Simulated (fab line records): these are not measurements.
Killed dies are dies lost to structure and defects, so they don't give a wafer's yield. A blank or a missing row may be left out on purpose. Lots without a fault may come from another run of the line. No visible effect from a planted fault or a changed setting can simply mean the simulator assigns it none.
8D (eight disciplines) problem report, filled in by code || flow rit_cmos || the parts of the form that need people (team, actions taken, sign-off) are left out

1. THE ISSUE
Across 6 wafers from 2 lots, NLDD_TW at RIT_NLDD_TW_MEAS_10 averages 2392, while fault-free wafers read 2497 with a standard deviation of 18. That is -5.8 standard deviations from the usual mean.
The first sign was on wafer L556.4 at day 4 18:44, on film_metro-04. At this step, 39 wafers from 13 lots have a number in the record. By rule, "out" or "out of limits" means more than 4 standard deviations away from the usual mean. The other wafers with a number count as sound.

2. WHAT THIS IS AND IS NOT
{"question": "which readings at this step", "is": "NLDD_TW", "is not": "-"}
{"question": "which lots", "is": "L556, L558", "is not": "L548, L549, L550, L551, L555, L560, L564, L565, L568, L570, L571"}
{"question": "which wafers of those lots", "is": "all that have a number", "is not": "-"}
{"question": "read on which gauges", "is": "film_metro-04", "is not": "film_metro-01, film_metro-03"}
{"question": "when", "is": "from day 4 18:44", "is not": "up to then (15 sound wafers); but 18 sound wafers of L560, L564, L565, L568, L570, L571 came after"}

3. THE SUSPECTS, EACH WITH WHAT RULES IT OUT
Counting: any tool at a process step up to the reading is kept as a suspect provided that every lot that is out went through it and no sound lot did after the first of them.
- the gauge at RIT_NLDD_TW_MEAS_10 has been ruled out. All the wafers that are out were read on film_metro-04, but those of them that RIT_NLDD_IMPLANT_08 has rows for are out there too, on other tools.
- implanter-04 at RIT_NLDD_IMPLANT_08: kept. It processed each lot that is out, first L556 at day 4 18:27, and no sound lot thereafter; up to then, the last sound lot it processed was L548 at day 3 00:19. Its own beam_energy_keV readings are out on those wafers.
Left after counting: implanter-04 at RIT_NLDD_IMPLANT_08.

4. THE CAUSE (what the simulator had put in)
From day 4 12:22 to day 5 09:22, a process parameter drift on implanter-04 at RIT_NLDD_IMPLANT_08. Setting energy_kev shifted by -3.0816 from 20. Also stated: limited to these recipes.
Counting left only this tool.

5. THE EFFECT CHAIN, in route order
Rows list readings where the struck wafers' mean (over those with a number) sits beyond 3 standard deviations from the usual. Only readings for which the record gives a usual standard deviation are gone through. hours: the time from each lot's start at the first step in this table that gives one to its start at this step, as a median over the lots. sigmas: the change in usual standard deviations.
{"hours": 0, "step": "RIT_NLDD_IMPLANT_08", "reading": "beam_energy_keV", "usual": 20.000, "on struck wafers": 16.918, "change": -3.082, "sigmas": "-99 or more"}
{"hours": 0, "step": "RIT_NLDD_TW_MEAS_10", "reading": "NLDD_TW", "usual": 2497, "on struck wafers": 2392, "change": -105, "sigmas": -5.8}
{"hours": 14, "step": "RIT_SDANNEAL_RS_MEAS_07", "reading": "NLDD_RS", "usual": "151.6 ohm/sq", "on struck wafers": 154.4, "change": "+2.8", "sigmas": "+5.7"}
Here are the process steps it includes:
- RIT_NLDD_IMPLANT_08

6. WHAT WOULD HAVE CAUGHT IT SOONER
The first out-of-limits reading at a measuring or inspecting step in this record came at day 4 18:44, 6 hours after the fault's start at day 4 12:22.
At RIT_NLDD_IMPLANT_08, the tool's own readings (beam_energy_keV) were out on each struck wafer the step has a row for, so an alarm limit on them would have fired on the first such wafer.
Of the lots that are out (2), L558 began RIT_NLDD_IMPLANT_08 on implanter-04 after day 4 18:44. A tool hold placed at that time would have kept it from harm.
